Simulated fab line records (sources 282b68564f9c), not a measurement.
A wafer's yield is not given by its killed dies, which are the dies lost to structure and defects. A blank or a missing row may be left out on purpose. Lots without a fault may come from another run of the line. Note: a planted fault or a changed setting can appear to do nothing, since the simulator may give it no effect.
What tool caused it? / flow rit cmos / 14 lots with 42 wafers sampled at 2 steps, on a route of 202 steps

WHAT EACH GAUGE READ, for each wafer
RIT_SDANNEAL_RS_MEAS_04: a four-point-probe measurement. Usual: PSD_RS gives 115.97 ohm/sq (standard deviation 0.28).
lot=L944; measured=day 3 10:35; on=film metro-03; PSD_RS (ohm/sq)=115.48 115.70 115.67; flag=
lot=L945; measured=day 3 15:55; on=film metro-03; PSD_RS (ohm/sq)=115.98 116.03 116.22; flag=
lot=L946; measured=day 3 21:59; on=film metro-01; PSD_RS (ohm/sq)=115.62 116.07 115.90; flag=
lot=L947; measured=day 4 05:30; on=film metro-01; PSD_RS (ohm/sq)=115.87 115.81 115.71; flag=
lot=L949; measured=day 4 13:52; on=film metro-03; PSD_RS (ohm/sq)=116.50 116.33 116.78; flag=
lot=L950; measured=day 4 17:35; on=film metro-01; PSD_RS (ohm/sq)=116.21 115.87 115.91; flag=
lot=L951; measured=day 4 20:04; on=film metro-01; PSD_RS (ohm/sq)=116.01 115.91 116.29; flag=
lot=L952; measured=day 5 05:20; on=film metro-04; PSD_RS (ohm/sq)=115.86 116.01 115.39; flag=
lot=L953; measured=day 5 10:38; on=film metro-04; PSD_RS (ohm/sq)=116.00 115.87 116.18; flag=
lot=L957; measured=day 6 13:53; on=film metro-03; PSD_RS (ohm/sq)=116.02 115.97 115.79; flag=
lot=L961; measured=day 7 14:16; on=film metro-03; PSD_RS (ohm/sq)=109.71 109.56 109.66; flag=OFF
lot=L963; measured=day 7 21:53; on=film metro-01; PSD_RS (ohm/sq)=109.66 109.87 109.65; flag=OFF
lot=L966; measured=day 8 15:26; on=film metro-04; PSD_RS (ohm/sq)=115.86 116.06 115.63; flag=
lot=L965; measured=day 8 15:54; on=film metro-01; PSD_RS (ohm/sq)=116.16 115.82 116.33; flag=

TOOL THAT RAN EACH LOT (tool first, then ch and the chambers of the sampled wafers, then the start)
lot=L944; RIT_PSD_IMPLANT_08=implanter-04 ch 0, day 3 09:46
lot=L945; RIT_PSD_IMPLANT_08=implanter-03 ch 0, day 3 15:07
lot=L946; RIT_PSD_IMPLANT_08=implanter-04 ch 0, day 3 21:10
lot=L947; RIT_PSD_IMPLANT_08=implanter-03 ch 0, day 4 04:41
lot=L949; RIT_PSD_IMPLANT_08=implanter-01 ch 0, day 4 13:04
lot=L950; RIT_PSD_IMPLANT_08=implanter-03 ch 0, day 4 16:46
lot=L951; RIT_PSD_IMPLANT_08=implanter-03 ch 0, day 4 19:16
lot=L952; RIT_PSD_IMPLANT_08=implanter-04 ch 0, day 5 04:31
lot=L953; RIT_PSD_IMPLANT_08=implanter-01 ch 0, day 5 09:50
lot=L957; RIT_PSD_IMPLANT_08=implanter-04 ch 0, day 6 13:04
lot=L961; RIT_PSD_IMPLANT_08=implanter-04 ch 0, day 7 13:28
lot=L963; RIT_PSD_IMPLANT_08=implanter-04 ch 0, day 7 21:05
lot=L966; RIT_PSD_IMPLANT_08=implanter-01 ch 0, day 8 14:37
lot=L965; RIT_PSD_IMPLANT_08=implanter-01 ch 0, day 8 15:05
- RIT_PSD_IMPLANT_08

WHAT THE TOOLS THEMSELVES READ (means of the sampled wafers that have a number; where no wafer has one, the mark that the record gives instead)
RIT_PSD_IMPLANT_08. Usual: beam on s 14.0 s, standard deviation 0.41; dose ions cm2 4.999e+15, standard deviation 4.9e+12.
lot=L944; tool=implanter-04; beam on s (s)=14.0; dose ions cm2=5.004e+15; flag=
lot=L945; tool=implanter-03; beam on s (s)=13.6; dose ions cm2=4.999e+15; flag=
lot=L946; tool=implanter-04; beam on s (s)=14.1; dose ions cm2=4.999e+15; flag=
lot=L947; tool=implanter-03; beam on s (s)=13.6; dose ions cm2=5.001e+15; flag=
lot=L949; tool=implanter-01; beam on s (s)=14.5; dose ions cm2=4.995e+15; flag=
lot=L950; tool=implanter-03; beam on s (s)=13.5; dose ions cm2=5.001e+15; flag=
lot=L951; tool=implanter-03; beam on s (s)=14.0; dose ions cm2=4.995e+15; flag=
lot=L952; tool=implanter-04; beam on s (s)=14.0; dose ions cm2=5.003e+15; flag=
lot=L953; tool=implanter-01; beam on s (s)=14.6; dose ions cm2=5.000e+15; flag=
lot=L957; tool=implanter-04; beam on s (s)=14.2; dose ions cm2=5.001e+15; flag=
lot=L961; tool=implanter-04; beam on s (s)=23.7; dose ions cm2=8.499e+15; flag=OFF
lot=L963; tool=implanter-04; beam on s (s)=24.0; dose ions cm2=8.494e+15; flag=OFF
lot=L966; tool=implanter-01; beam on s (s)=14.3; dose ions cm2=4.998e+15; flag=
lot=L965; tool=implanter-01; beam on s (s)=14.3; dose ions cm2=4.996e+15; flag=

THE ANSWER, worked out from the rows above alone
Rule: take the mean of a lot's wafers that have a number; if it is more than 3 standard deviations from the usual mean, the lot is off. A lot without any number at a reading at which 4 lots or more have one is off too. The other lots that the step has rows for count as sound. First the gauges in route order, then the tools' own readings, where a lot's mean is used as printed above. The first step at which some lot is off is used, and at that step the reading that is off furthest; a lot without a number counts as furthest.
Off: at RIT_SDANNEAL_RS_MEAS_04 (PSD_RS), L961, L963.
A tool fits if, at a process step before that reading, it ran every lot that is off, and no sound lot after the first of them. Not tried: the gauges at RIT_SDANNEAL_RS_MEAS_04; whatever is off there is also off at RIT_PSD_IMPLANT_08, on other tools, and gauge error can't account for it. One candidate fits, namely implanter-04 at RIT_PSD_IMPLANT_08. Its last sound lot is L957 (day 6 13:04), its first lot that is off L961 (day 7 13:28): a fault that began between those two fits.
The tool's own readings at RIT_PSD_IMPLANT_08 bear it out: on the lots that are off they differ by more than 5 times the standard deviation of the sound lots' means. beam on s reads 23.9 s there against 14.1 s on the sound lots; dose ions cm2 reads 8.496e+15 there against 4.999e+15 on the sound lots.

WHAT WAS PUT IN BY THE SIMULATOR
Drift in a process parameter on implanter-04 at RIT_PSD_IMPLANT_08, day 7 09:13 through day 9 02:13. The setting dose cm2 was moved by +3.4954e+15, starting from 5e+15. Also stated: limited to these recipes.
Shown lots that were struck: L961, L963. The same result came from the rule above.
